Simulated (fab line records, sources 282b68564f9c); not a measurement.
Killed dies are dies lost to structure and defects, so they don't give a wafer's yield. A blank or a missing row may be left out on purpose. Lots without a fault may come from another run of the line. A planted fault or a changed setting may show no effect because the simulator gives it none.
Problem report in the 8D (eight disciplines) form, filled by code | flow rit_cmos | the parts of the form that need people (team, actions taken, sign-off) are left out

1. THE PROBLEM
SPACER_NITRIDE_THK at RIT_SPACER_THK_MEAS_04 reads a mean of 285.1 nm on 3 wafers of 1 lot; wafers without a fault read 248.8 nm with a standard deviation of 2.2. That is +16 standard deviations from the usual mean.
First seen on wafer L346.1, day 4 03:10, on film_metro-01. The record holds 36 wafers of 12 lots with a number at this step. Rule for "out", or "out of limits": more than 4 standard deviations from the usual mean. The other wafers with a number count as sound.

2. WHAT IT IS AND WHAT IT IS NOT
question                    | is                     | is not
which readings at this step | SPACER_NITRIDE_THK     | -
which lots                  | L346                   | L341, L342, L343, L345, L354, L355, L356, L357, L361, L362, L363
which wafers of those lots  | all that have a number | -
read on which gauges        | film_metro-01          | film_metro-02, film_metro-04
when                        | from day 4 03:10       | up to then (12 sound wafers); but 21 sound wafers of L354, L355, L356, L357, L361, L362, L363 came after

3. SUSPECTS, AND WHAT RULES EACH OUT
Counting: a tool at a process step up to the reading stays a suspect if it ran every lot that is out and no sound lot after the first of them.
- the gauge at RIT_SPACER_THK_MEAS_04: ruled out. All the wafers that are out were read on film_metro-01, but those of them that RIT_SPACER_CVD_03 has rows for are out there too, on other tools.
- lpcvd-01 at RIT_SPACER_CVD_03 (deposits Si3N4 from SiH2Cl2/NH3, target thk 250 nm, time 3300 s): ruled out as a lasting fault. Sound lots L354 ran on it after its first lot that is out, L346 (day 4 01:15).
Left after counting: nothing in the record.

4. THE CAUSE (what the simulator had put in)
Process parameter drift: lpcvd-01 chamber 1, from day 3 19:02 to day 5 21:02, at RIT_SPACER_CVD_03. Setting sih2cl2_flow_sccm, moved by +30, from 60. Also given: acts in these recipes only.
Counting ruled it out, wrongly: the rule takes a fault to strike every lot that its tool runs from its start on, and this one did not.

5. THE CHAIN OF EFFECTS, in route order
Each row: a reading whose mean over the struck wafers that have a number lies more than 3 standard deviations from the usual. Only readings for which the record gives a usual standard deviation are gone through. hours: the time from each lot's start at the first step in this table that gives one to its start at this step, as a median over the lots. sigmas: the change in usual standard deviations.
hours | step                   | reading            | usual      | on struck wafers | change | sigmas
0     | RIT_SPACER_CVD_03      | sih2cl2_flow_sccm  | 60.04 sccm | 90.22            | +30.18 | +99 or more
2     | RIT_SPACER_THK_MEAS_04 | SPACER_NITRIDE_THK | 248.8 nm   | 285.1            | +36.3  | +16
2     | RIT_SPACER_ETCHBACK_05 | oes_product_au     | 0.845 a.u. | 0.925            | +0.080 | +6.6
The process steps in it:
- RIT_SPACER_CVD_03: deposits Si3N4 from SiH2Cl2/NH3, target thk 250 nm, time 3300 s.
- RIT_SPACER_ETCHBACK_05: etches Si3N4 in SF6/CHF3, stops on SiO2, target depth 250 nm, time 240 s.

6. WHAT WOULD HAVE CAUGHT IT SOONER
In this record the first reading out of limits at a measuring or inspecting step was taken at day 4 03:10, 8 hours after the fault began at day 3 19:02.
The tool's own readings at RIT_SPACER_CVD_03 were out on every struck wafer that the step has a row for (sih2cl2_flow_sccm): an alarm limit on them would have fired on the first of those.
